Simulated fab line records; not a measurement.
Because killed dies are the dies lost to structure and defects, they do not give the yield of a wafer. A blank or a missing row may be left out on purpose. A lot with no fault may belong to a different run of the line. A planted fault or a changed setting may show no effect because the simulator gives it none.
The same fault as seen by 2 desks    flow berkeley_cmos170    only its own numbers are on each desk; what lay behind them is given at the end

== FOR THE TOOL OWNER'S DESK: rie_si-02 ==
The tool's own readings at UCB170_GATE_ETCH_15 (etches poly-Si in HBr/Cl2, stops on SiO2, time 56.3 s, target depth 278.2 nm): means of the sampled wafers that have a number, for each lot that ran on this tool. Marked OUT: a lot whose mean sits more than 4 standard deviations from the usual mean, which makes it out of limits; the brackets give that distance.
Columns: A = drypump_motor_current_A at UCB170_GATE_ETCH_15, usual 5.6 A; B = oes_product_au at UCB170_GATE_ETCH_15, usual 0.833 a.u.; C = run_length_s at UCB170_GATE_ETCH_15, usual 84.6 s; D = throttle_valve_pct at UCB170_GATE_ETCH_15, usual 26.40 %
lot   first seen here  A    B                C               D
L138  day 7 19:20      6.0  0.820            84.3            26.49
L149  day 9 11:18      5.3  1.007 (+12) OUT  61.4 (-52) OUT  26.18
Finding of this desk: L149 out of limits; the first was L149 at day 9 11:18, on oes_product_au at UCB170_GATE_ETCH_15. L138: within limits.

== FROM THE METROLOGY DESK ==
What the gauges read for every lot (on any tool): the sampled wafers with a number, averaged. Marked OUT: a lot whose mean sits more than 4 standard deviations from the usual mean, which makes it out of limits; the brackets give that distance.
Columns: A = GATE_POLY_THK at UCB170_GATE_THK_MEAS_05, usual 213.9 nm; B = cd_nm at UCB170_GATE_CD_MEAS_12, usual 349.6 nm; C = GATE_OVL at UCB170_GATE_OVL_MEAS_13, usual -1 nm
lot   first seen here  A      B      C
L138  day 7 17:56      212.5  348.3  -3
L145  day 8 20:24      213.4  349.5  5
L149  day 9 09:14      216.4  349.3  -4
L156  day 10 18:26     210.2  351.7  -2
L157  day 10 18:28     215.1  348.0  2
Result from this desk: across the 5 lots, nothing is out of limits.

== TAKEN TOGETHER ==
The tool owner's desk had the chance to raise an alarm at day 9 11:18 on L149.
Nothing out of limits was seen by the metrology desk.
The metrology desk has L149 on record, within its limits.
The lots listed all ran UCB170_GATE_ETCH_15 on rie_si-02.

== WHAT THE SIMULATOR PUT IN ==
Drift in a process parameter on rie_si-02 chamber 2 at UCB170_GATE_ETCH_15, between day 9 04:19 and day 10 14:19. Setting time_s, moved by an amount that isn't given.
Struck lots among those shown: L149.
How many hours passed from the start of the fault until each desk's first out-of-limits reading: the tool owner's desk, 7.
